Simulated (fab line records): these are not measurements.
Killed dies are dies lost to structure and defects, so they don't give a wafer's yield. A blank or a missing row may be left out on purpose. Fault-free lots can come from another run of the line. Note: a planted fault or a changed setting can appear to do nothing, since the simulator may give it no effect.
The same fault as seen by 2 desks	flow berkeley_cmos170	each desk has only its own numbers; what lay behind them comes last

== AT THE METROLOGY DESK ==
Means of the sampled wafers that have a number, per lot and without regard to the tool the lot ran on: this is what the gauges read. A lot is out of limits, marked OUT, if its mean lies more than 4 standard deviations from the usual mean; the brackets give that distance.
Columns: A = PLDD_TW at UCB170_PLDD_TW_MEAS_11, usual 1011; B = cd_nm at UCB170_NLDD_CD_MEAS_06, usual 1200.3 nm; C = NLDD_OVL at UCB170_NLDD_OVL_MEAS_07, usual 2 nm
lot	first seen here	A	B	C
L842	day 6 05:06	1011	1201.9	0
L846	day 6 20:58	1021	1199.9	-3
L854	day 8 17:08	1020	1199.3	8
L853	day 8 17:22	1008	1198.7	-5
L858	day 9 15:05	1005	1198.3	2
L863	day 10 21:42	1018	1199.2	6
This desk found nothing out of limits on any of the 6 lots.

== FOR THE TOOL OWNER'S DESK: implanter-03 ==
UCB170_NLDD_IMPLANT_09, tool's own readings: per-lot mean of the sampled wafers with a number, covering each lot this tool ran. A lot is out of limits, marked OUT, if its mean lies more than 4 standard deviations from the usual mean; the brackets give that distance.
Columns: A = beam_energy_keV at UCB170_NLDD_IMPLANT_09, usual 30.001; B = faraday_current_uA at UCB170_NLDD_IMPLANT_09, usual 158.7
lot	first seen here	A	B
L842	day 6 06:40	30.003	159.4
L854	day 8 18:44	28.481 (-99 or more) OUT	162.3
L858	day 9 16:37	28.474 (-99 or more) OUT	158.9
Finding of this desk: L854, L858 out of limits; the first was L854 at day 8 18:44, on beam_energy_keV at UCB170_NLDD_IMPLANT_09. L842: within limits.

== ALL TOGETHER ==
At day 8 18:44, on L854, L858, the tool owner's desk was in a position to raise an alarm.
Nothing out of limits was seen by the metrology desk.
The metrology desk holds a record of L854, L858, inside its limits.
The lots listed all ran UCB170_NLDD_IMPLANT_09 on implanter-03.

== WHAT THE SIMULATOR PUT IN ==
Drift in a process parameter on implanter-03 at UCB170_NLDD_IMPLANT_09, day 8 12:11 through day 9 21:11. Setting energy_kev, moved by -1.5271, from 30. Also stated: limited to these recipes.
Shown lots that were struck: L854, L858.
Hours from the fault's start to each desk's first reading out of limits: the tool owner's desk, 7.
